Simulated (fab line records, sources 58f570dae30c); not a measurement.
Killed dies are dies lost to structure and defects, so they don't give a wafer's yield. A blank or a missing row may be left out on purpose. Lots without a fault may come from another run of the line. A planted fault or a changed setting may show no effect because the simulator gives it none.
Which tool did it? | flow berkeley_cmos170 | 7 lots, 21 wafers sampled, at 4 steps of a route of 331

WHAT THE GAUGES READ, wafer by wafer
UCB170_M2_CD_MEAS_90: target cd 700 nm.
lot  | measured     | on        | cd_nm (nm)
L449 | day 8 18:54  | cd_sem-02 | 701.4 705.5 702.5
L451 | day 9 00:50  | cd_sem-02 | 695.7 696.8 700.2
L453 | day 9 14:55  | cd_sem-02 | 699.5 702.0 699.1
L459 | day 11 06:22 | cd_sem-02 | 699.7 702.5 703.7
L460 | day 11 10:31 | cd_sem-01 | 698.8 701.5 696.5
L463 | day 11 23:10 | cd_sem-02 | 703.6 702.6 699.4
L468 | day 13 06:26 | cd_sem-02 | 698.7 698.8 698.5

WHICH TOOL RAN EACH LOT (tool, then ch and the chambers of the sampled wafers, then the start)
lot  | UCB170_M1_STRIP_13                   | UCB170_M2_METAL_ETCH_18           | UCB170_M2_STRIP_19
L449 | plasma_asher-03 ch 0,1, day 8 12:13  | rie_metal-04 ch 0,1, day 8 18:38  | plasma_asher-01 ch 0,1, day 8 18:47
L451 | plasma_asher-01 ch 0,1, day 8 17:58  | rie_metal-02 ch 0,1, day 9 00:34  | plasma_asher-04 ch 0,1, day 9 00:43
L453 | plasma_asher-02 ch 1, day 9 08:28    | rie_metal-02 ch 0,1, day 9 14:38  | plasma_asher-04 ch 0,1, day 9 14:49
L459 | plasma_asher-01 ch 0,1, day 10 20:36 | rie_metal-01 ch 0,1, day 11 06:03 | plasma_asher-01 ch 1, day 11 06:14
L460 | plasma_asher-02 ch 0,1, day 10 23:07 | rie_metal-02 ch 0,1, day 11 10:12 | plasma_asher-03 ch 0,1, day 11 10:23
L463 | plasma_asher-01 ch 0,1, day 11 16:05 | rie_metal-02 ch 0,1, day 11 22:54 | plasma_asher-04 ch 0,1, day 11 23:04
L468 | plasma_asher-02 ch 0,1, day 12 20:49 | rie_metal-01 ch 0, day 13 06:08   | plasma_asher-04 ch 0,1, day 13 06:19
- UCB170_M1_STRIP_13: strips in O2.
- UCB170_M2_METAL_ETCH_18: etches Al in Cl2/BCl3, stops on SiO2, target depth 1170 nm, time 195 s.
- UCB170_M2_STRIP_19: strips in O2.

THE ANSWER, worked out from the rows above alone
Rule: what is usual is taken from the lots themselves. Put in order of their means at a reading, lots are off if they are a third of the lots or fewer, leave a main group of 4 or more, and stand apart from it by a gap of 3 or more times the standard deviation of the main group's means; of several such gaps the widest counts. A main group whose means are all the same, to the digits that the tables above print for the reading, isn't used. A lot without any number at a reading at which 4 lots or more have one is off too. The other lots that the step has rows for count as sound.
No lot is off at any reading shown: from this, nothing can be told.

WHAT THE SIMULATOR HAD PUT IN
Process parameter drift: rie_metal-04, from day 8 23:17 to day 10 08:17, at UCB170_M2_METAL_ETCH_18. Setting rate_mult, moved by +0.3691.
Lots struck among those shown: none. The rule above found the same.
